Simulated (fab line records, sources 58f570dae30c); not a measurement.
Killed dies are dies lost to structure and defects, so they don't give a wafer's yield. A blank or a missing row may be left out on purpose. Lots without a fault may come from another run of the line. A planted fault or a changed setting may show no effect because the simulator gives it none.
A struck lot beside a sound one | flow berkeley_cmos170 | 25 steps out of a route of 331
Sound: wafers L877.1, L877.2, L877.3. Struck: wafers L888.1, L888.3, L888.4. The cause comes at the end.
At each step with rows: each side's tool, then ch and its chambers, then its first start. Under that, the readings that differ: sound wafers | struck wafers | difference of the means | sigmas: that difference in standard deviations of wafers without a fault.
alike: readings whose means differ by less than 2 such deviations, and words and numbers that are the same on both sides. not compared: withheld readings, readings that some wafer has no value for, bounds like >300 that may hide the same value, and numbers for which the record gives no deviation and whose values overlap.
The two part at a step that has a row with sigmas, a row that says differs or no value, or rows on one side only. Numbers that don't overlap but have no deviation are shown without sigmas and don't part them. A reading that every wafer of one side lacks parts them only if that side has two wafers or more.

first, 1 step without rows for these wafers: UCB170_PSD_IMPLANT_08.
UCB170_PSD_STRIP_09: strips in O2.
  sound on plasma_asher-02 ch 0,1, day 7 09:35; struck on plasma_asher-02 ch 0,1, day 10 00:56
  alike: drypump_motor_current_A, oes_product_au, strip_time_to_endpoint_s
  not compared: rf_hours_counter_h
UCB170_PSD_TW_MEAS_10:
  sound on film_metro-02, day 7 09:41; struck on film_metro-02, day 10 01:02
  alike: PSD_TW
then, 7 steps without rows for these wafers: UCB170_PSD_CLEAN_11 (cleans in SPM, time 600 s); UCB170_NSD_HMDS_00 (prime time 60 s); UCB170_NSD_COAT_01 (resist thk 900 nm); UCB170_NSD_SOFTBAKE_02 (time 60 s); UCB170_NSD_EXPOSE_03 (exposes mask NSELECT MOD, target cd 1200 nm); UCB170_NSD_PEB_04; UCB170_NSD_DEVELOP_05 (develop time 45 s).
UCB170_NSD_CD_MEAS_06: target cd 1200 nm.
  sound on cd_sem-02, day 7 12:47; struck on cd_sem-02, day 10 03:32
  reading    | sound                | struck               | difference | sigmas
  cd_nm (nm) | 1200.3 1200.8 1199.6 | 1197.8 1198.5 1197.8 | -2.2       | -2
UCB170_NSD_OVL_MEAS_07:
  sound on overlay-01, day 7 12:55; struck on overlay-02, day 10 03:40
  alike: NSD_OVL
UCB170_NSD_IMPLANT_08:
  sound on implanter-02 ch 0, day 7 12:57; struck on implanter-01 ch 0, day 10 03:41
  reading                   | sound                | struck               | difference | sigmas
  beam_energy_keV           | 40.030 39.999 40.013 | 26.777 26.790 26.766 | -13.236    | -99 or more
  model.implant.rp_nm (nm)  | 46.4 46.4 46.4       | 33.84 33.84 33.84    | -12.56     |
  model.implant.drp_nm (nm) | 21.16 21.16 21.16    | 15.47 15.47 15.47    | -5.69      |
  alike: tilt_deg
UCB170_NSD_STRIP_09: strips in O2.
  sound on plasma_asher-03 ch 0,1, day 7 13:06; struck on plasma_asher-04 ch 0,1, day 10 03:50
  reading                      | sound             | struck            | difference | sigmas
  drypump_motor_current_A (A)  | 6.22 5.69 6.23    | 5.35 5.34 5.56    | -0.63      | -2
  oes_product_au (a.u.)        | 0.531 0.536 0.530 | 0.577 0.576 0.580 | +0.045     | +11
  strip_time_to_endpoint_s (s) | 35.85 35.84 35.86 | 31.06 31.08 31.06 | -4.78      | -61
  not compared: rf_hours_counter_h
UCB170_NSD_TW_MEAS_10:
  sound on film_metro-03, day 7 13:12; struck on film_metro-02, day 10 04:12
  reading | sound          | struck         | difference | sigmas
  NSD_TW  | 4162 4155 4180 | 3783 3790 3792 | -377       | -17
  not compared: hold
then, 3 steps without rows for these wafers: UCB170_BACKSIDE_HMDS_00 (prime time 60 s); UCB170_BACKSIDE_COAT_01 (resist thk 900 nm); UCB170_BACKSIDE_SOFTBAKE_02 (time 60 s).
UCB170_BACKSIDE_STRIP_03: strips in O2.
  sound on plasma_asher-04 ch 0,1, day 7 14:23; struck on plasma_asher-02 ch 0,1, day 10 07:37
  alike: drypump_motor_current_A, oes_product_au, strip_time_to_endpoint_s
  not compared: rf_hours_counter_h
then, 1 step without rows for these wafers: UCB170_BACKSIDE_CLEAN_04 (cleans in SPM, time 600 s).
UCB170_SDANNEAL_RTA_00: time 10 s.
  sound on rtp_anneal-01 ch 0, day 7 14:40; struck on rtp_anneal-02 ch 0, day 10 07:54
  reading            | sound             | struck            | difference | sigmas
  lamp_power_pct (%) | 23.26 23.24 23.23 | 23.09 23.10 23.10 | -0.15      | -2
  alike: chamber_o2_ppm, wafer_temp_C_max
UCB170_SDANNEAL_RTA_01: time 5 s.
  sound on rtp_anneal-01 ch 0, day 7 14:44; struck on rtp_anneal-02 ch 0, day 10 07:58
  alike: chamber_o2_ppm, lamp_power_pct, wafer_temp_C_max
UCB170_SDANNEAL_RS_MEAS_02: measures by four-point-probe.
  sound on film_metro-03, day 7 14:47; struck on film_metro-02, day 10 08:08
  alike: PSD_RS
UCB170_SDANNEAL_RS_MEAS_03: measures by four-point-probe.
  sound on film_metro-03, day 7 14:55; struck on film_metro-02, day 10 08:34
  reading         | sound             | struck            | difference | sigmas
  NSD_RS (ohm/sq) | 37.28 37.24 37.15 | 42.67 42.66 42.71 | +5.46      | +59
  not compared: hold
UCB170_M3_PROBE_99:
  the record has rows for the sound wafers here (prober-01, day 8 14:21) and none for the struck ones

WHERE THEY PART
First at UCB170_NSD_CD_MEAS_06; last, within this record, at UCB170_M3_PROBE_99.

WHY: what the simulator had put in
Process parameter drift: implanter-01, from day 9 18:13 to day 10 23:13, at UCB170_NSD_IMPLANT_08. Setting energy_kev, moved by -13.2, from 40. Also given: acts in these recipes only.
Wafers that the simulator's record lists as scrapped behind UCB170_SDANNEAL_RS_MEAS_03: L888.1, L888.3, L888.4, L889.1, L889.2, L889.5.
